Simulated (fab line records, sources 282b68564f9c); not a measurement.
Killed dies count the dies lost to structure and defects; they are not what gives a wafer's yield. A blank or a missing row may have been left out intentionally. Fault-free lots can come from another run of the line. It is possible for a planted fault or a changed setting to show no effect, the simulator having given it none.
8D (eight disciplines) problem report, filled in by code + flow rit_cmos + the parts of the form that need people (team, actions taken, sign-off) are left out

1. WHAT WENT WRONG
Wafers with no fault read 268.3 s with a standard deviation of 0.46, whereas run_length_s at RIT_SPACER_ETCHBACK_05 reads a mean of 251.2 s on 1 wafer of 1 lot. Relative to the usual mean, that is a shift of -37 standard deviations.
The step: etches Si3N4 in SF6/CHF3, stops on SiO2, target depth 250 nm, time 240 s.
Seen first at day 6 09:02 on rie_diel-03, wafer L623.4. At this step, 15 wafers from 5 lots have a number in the record. The rule behind "out" and "out of limits": a value lying over 4 standard deviations away from the usual mean. Any other wafer with a number is counted as sound.

2. WHAT THIS IS AND IS NOT
| question                    | is               | is not                                                                   |
|-----------------------------|------------------|--------------------------------------------------------------------------|
| which readings at this step | run_length_s     | chamber_pressure_mTorr, drypump_motor_current_A, throttle_valve_pct      |
| which lots                  | L623             | L613, L614, L628, L629                                                   |
| which wafers of those lots  | L623.4           | L623.5, L623.6                                                           |
| read on which tools         | rie_diel-03      | rie_diel-02, rie_diel-04                                                 |
| when                        | from day 6 09:02 | up to then (8 sound wafers); but 6 sound wafers of L628, L629 came after |

3. THE SUSPECTS, EACH WITH WHAT RULES IT OUT
Counting: any tool at a process step up to the reading remains a suspect provided it ran every lot that is out. Sound lots after the first of them don't rule it out here, since some wafers of a struck lot are sound.
- plasma_asher-04 at RIT_PLDD_STRIP_09 (strips in O2, time 180 s): kept. It ran the lot that is out, L623 (day 6 06:24).
- rie_diel-03 at RIT_SPACER_ETCHBACK_05 (etches Si3N4 in SF6/CHF3, stops on SiO2, target depth 250 nm, time 240 s): kept. It ran the lot that is out, L623 (day 6 09:02); its last sound lot up to then is L614 (day 4 00:47). On those wafers its own readings are out: run_length_s.
- rie_diel-03, RIT_SPACER_ETCHBACK_05: wafers that are out in chamber 1, sound lot-mates in chambers 0, 2.
The count leaves rie_diel-03 at RIT_SPACER_ETCHBACK_05 and plasma_asher-04 at RIT_PLDD_STRIP_09.

4. THE CAUSE (what the simulator had put in)
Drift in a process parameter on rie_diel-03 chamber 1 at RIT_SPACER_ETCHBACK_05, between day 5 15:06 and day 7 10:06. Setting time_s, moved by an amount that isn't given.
Counting leaves 2 suspects; this tool is one of them.

5. THE CHAIN OF EFFECTS, in route order
Each row: a reading whose mean over the struck wafers that have a number lies more than 3 standard deviations from the usual. Only readings for which the record gives a usual standard deviation are gone through. hours: the time from each lot's start at the first step in this table that gives one to its start at this step, as a median over the lots. sigmas: the change in usual standard deviations.
| hours | step                   | reading        | usual      | on struck wafers | change | sigmas |
|-------|------------------------|----------------|------------|------------------|--------|--------|
| 0     | RIT_SPACER_ETCHBACK_05 | oes_product_au | 0.833 a.u. | 0.887            | +0.054 | +3.4   |
| 0     | RIT_SPACER_ETCHBACK_05 | run_length_s   | 268.3 s    | 251.2            | -17.1  | -37    |
The process steps in it:
- RIT_SPACER_ETCHBACK_05: etches Si3N4 in SF6/CHF3, stops on SiO2, target depth 250 nm, time 240 s.
At these later measuring or inspecting steps, every struck wafer for which the step has a row has a number for every such reading, and none has moved that far: RIT_NSD_OVL_MEAS_06, RIT_NSD_TW_MEAS_10, RIT_PSD_OVL_MEAS_06, RIT_PSD_TW_MEAS_10, RIT_SDANNEAL_RS_MEAS_04, RIT_SDANNEAL_RS_MEAS_05, RIT_SDANNEAL_RS_MEAS_06.

6. HOW IT WOULD HAVE BEEN CAUGHT EARLIER
The fault began at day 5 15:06; the first out-of-limits reading in this record came at day 6 09:02, 18 hours later.
